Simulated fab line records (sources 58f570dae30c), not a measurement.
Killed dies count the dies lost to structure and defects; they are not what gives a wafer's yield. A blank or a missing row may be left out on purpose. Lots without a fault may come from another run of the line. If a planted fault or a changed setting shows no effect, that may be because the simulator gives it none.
Which tool was responsible? | flow berkeley cmos170 | 42 wafers from 14 lots sampled at 2 of the route's 331 steps

WHAT THE GAUGES READ, wafer by wafer
UCB170_NWELL_THK_MEAS_02. Usual: for NWELL_OXIDE_THK the level is 26.1 nm and the standard deviation is 0.45.
lot  | measured    | on            | NWELL_OXIDE_THK (nm) | flag
L869 | day 1 22:11 | film metro-04 | 25.6 24.9 25.3       |
L870 | day 2 05:01 | film metro-03 | 26.2 26.4 26.6       |
L871 | day 2 09:07 | film metro-04 | 25.7 25.9 25.8       |
L872 | day 2 17:44 | film metro-01 | 26.1 26.0 25.8       |
L876 | day 3 12:54 | film metro-03 | 26.2 25.7 26.2       |
L877 | day 3 13:51 | film metro-03 | 26.2 26.5 26.4       |
L884 | day 5 02:38 | film metro-01 | 25.4 25.4 25.6       |
L885 | day 5 11:31 | film metro-01 | 25.9 25.6 25.9       |
L887 | day 5 12:52 | film metro-03 | 26.9 27.0 27.0       |
L886 | day 5 12:53 | film metro-01 | 27.4 26.9 26.5       |
L888 | day 5 19:13 | film metro-03 | 26.1 26.6 26.8       |
L890 | day 6 08:37 | film metro-03 | 25.3 25.7 25.6       |
L891 | day 6 11:56 | film metro-03 | 25.9 26.0 25.8       |
L892 | day 6 21:14 | film metro-04 | 26.2 25.9 26.3       |

UCB170_PWELL_OVL_MEAS_13. Usual: for PWELL_OVL the level is 2 nm and the standard deviation is 5.
lot  | measured    | on         | PWELL_OVL (nm) | flag
L869 | day 2 21:52 | overlay-01 | 8 1 1          |
L870 | day 3 05:17 | overlay-02 | 1 11 -8        |
L871 | day 3 09:49 | overlay-01 | -3 8 -1        |
L872 | day 3 18:31 | overlay-02 | 10 -1 3        |
L876 | day 4 11:37 | overlay-01 | 3 10 -5        |
L877 | day 4 17:19 | overlay-01 | 3 12 12        |
L884 | day 6 05:28 | overlay-01 | 5 4 3          |
L885 | day 6 13:13 | overlay-01 | -10 1 -5       |
L887 | day 6 13:16 | overlay-02 | 4 2 -10        |
L886 | day 6 12:58 | overlay-01 | 7 4 6          |
L888 | day 6 21:29 | overlay-01 | 3 -3 1         |
L890 | day 7 10:43 | overlay-02 | 0 2 1          |
L891 | day 7 11:00 | overlay-02 | 11 2 4         |
L892 | day 7 19:14 | overlay-02 | 7 -1 9         |

WHICH TOOL RAN EACH LOT (tool, then ch and the chambers of the sampled wafers, then the start)
The record holds no process step before these readings.

AS READ BY THE TOOLS THEMSELVES (means over the sampled wafers that have a number; for cases with no such wafer, the mark the record gives instead)
The record holds no such reading with a usual standard deviation.

THE ANSWER, worked out from the rows above alone
Rule: a lot counts as off when the mean over its wafers that have a number is more than 3 standard deviations away from the usual mean. Also off: a lot with no number at a reading for which 4 or more lots have one. Where the step has rows for the other lots, those lots are counted as sound. The gauges are gone through in route order, then the tools' own readings, and for those a lot's mean is taken as printed above. The first step at which some lot is off is used, and at that step the reading that is off furthest; a lot without a number counts as furthest.
No lot is off at any reading shown: from this, nothing can be told.

WHAT THE SIMULATOR HAD INSERTED
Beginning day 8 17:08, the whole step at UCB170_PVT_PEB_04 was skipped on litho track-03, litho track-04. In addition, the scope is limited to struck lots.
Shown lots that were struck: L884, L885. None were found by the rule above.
